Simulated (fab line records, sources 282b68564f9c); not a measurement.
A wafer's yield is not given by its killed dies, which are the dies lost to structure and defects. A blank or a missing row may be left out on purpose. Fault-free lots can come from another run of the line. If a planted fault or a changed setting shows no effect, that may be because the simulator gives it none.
Code-filled problem report in 8D (eight disciplines) form || flow rit cmos || the parts of the form that need people (team, actions taken, sign-off) are left out

== 1. WHAT WENT WRONG ==
Mean M1_AL_RS at RIT_M1_RS_MEAS_01: 0.0837 ohm/sq over 2 wafers in 2 lots; fault-free wafers: 0.0732 ohm/sq, standard deviation 0.0011. That puts it +9.5 standard deviations away from the usual mean.
The step: measures by four-point-probe.
First observed at day 6 15:16: wafer L984.6, on film metro-03. The record holds 40 wafers of 14 lots with a number at this step. Rule for "out", or "out of limits": more than 4 standard deviations from the usual mean. Any other wafer with a number is counted as sound.

== 2. WHAT IT IS AND WHAT IT IS NOT ==
{"question": "which readings at this step", "is": "M1_AL_RS", "is not": "-"}
{"question": "which lots", "is": "L984, L985", "is not": "L969, L970, L971, L973, L974, L976, L977, L978, L986, L988, L990, L992"}
{"question": "which wafers of those lots", "is": "L984.6, L985.4", "is not": "L985.1, L985.5"}
{"question": "read on which gauges", "is": "film metro-03, film metro-04", "is not": "film metro-01"}
{"question": "when", "is": "from day 6 15:16", "is not": "up to then (24 sound wafers); but 14 sound wafers of L985, L986, L988, L990, L992 came after"}

== 3. SUSPECTS, AND WHAT RULES EACH OUT ==
Counting: any tool at a process step up to the reading remains a suspect provided it ran every lot that is out. Sound lots after the first of them don't rule it out here, since some wafers of a struck lot are sound.
- ruled out: the gauge at RIT_M1_RS_MEAS_01. The wafers that are out were read on 2 gauges (film metro-03, film metro-04).
- pvd sputter-02 at RIT_M1_SPUTTER_00 (material Al, target thk 400 nm, time 500 s): kept. It processed each lot that is out (first: L984, day 6 15:01); up to then, its last sound lot is L978 (day 5 10:04).
Remaining after the count: pvd sputter-02 at RIT_M1_SPUTTER_00.

== 4. THE CAUSE (what the simulator had put in) ==
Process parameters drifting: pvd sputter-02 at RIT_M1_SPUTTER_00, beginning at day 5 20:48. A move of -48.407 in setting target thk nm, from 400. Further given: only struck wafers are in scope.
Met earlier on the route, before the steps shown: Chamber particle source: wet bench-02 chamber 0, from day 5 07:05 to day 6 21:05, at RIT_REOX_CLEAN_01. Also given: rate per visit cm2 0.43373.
Counting left only this tool.

== 5. THE EFFECT CHAIN, in route order ==
One row per reading whose mean, taken over the struck wafers that have a number, lies over 3 standard deviations from the usual. Only readings for which the record gives a usual standard deviation are gone through. hours: the time from each lot's start at the first step in this table that gives one to its start at this step, as a median over the lots. sigmas: the change in usual standard deviations.
{"hours": 0, "step": "RIT_M1_RS_MEAS_01", "reading": "M1_AL_RS", "usual": "0.0732 ohm/sq", "on struck wafers": 0.0837, "change": "+0.0105", "sigmas": "+9.5"}
{"hours": 0, "step": "RIT_M1_THK_MEAS_02", "reading": "M1_AL_THK", "usual": "401 nm", "on struck wafers": 352, "change": -49, "sigmas": -7.7}
{"hours": 2, "step": "RIT_M1_METAL_ETCH_12", "reading": "oes product au", "usual": "0.781 a.u.", "on struck wafers": 0.728, "change": -0.053, "sigmas": -5.3}
{"hours": 4, "step": "RIT_M1_PROBE_99", "reading": "killed at front end", "usual": 7, "on struck wafers": 28, "change": "+21", "sigmas": "+7.0"}
{"hours": 4, "step": "RIT_M1_PROBE_99", "reading": "killed dies", "usual": 7, "on struck wafers": 29, "change": "+22", "sigmas": "+7.3"}
The process steps in it:
- RIT_M1_METAL_ETCH_12: etches Al in Cl2/BCl3, stops on SiO2, time 165 s, target depth 600 nm.
- RIT_M1_PROBE_99
Later measuring or inspecting steps at which every struck wafer that the step has a row for has a number for every such reading, and none has moved that far: RIT_M1_OVL_MEAS_10.

== 6. HOW IT WOULD HAVE BEEN CAUGHT EARLIER ==
Counted from the fault's start at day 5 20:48, it took 18 hours until the first out-of-limits reading at a measuring or inspecting step in this record, taken at day 6 15:16.
No tool reading at RIT_M1_SPUTTER_00 that has a usual standard deviation in the record was out on any struck wafer, so an alarm limit of 4 standard deviations on those readings would not have fired.
L985, from the lots that are out (2), started RIT_M1_SPUTTER_00 on pvd sputter-02 later than day 6 15:16. It would have been spared by a hold on the tool at that moment.
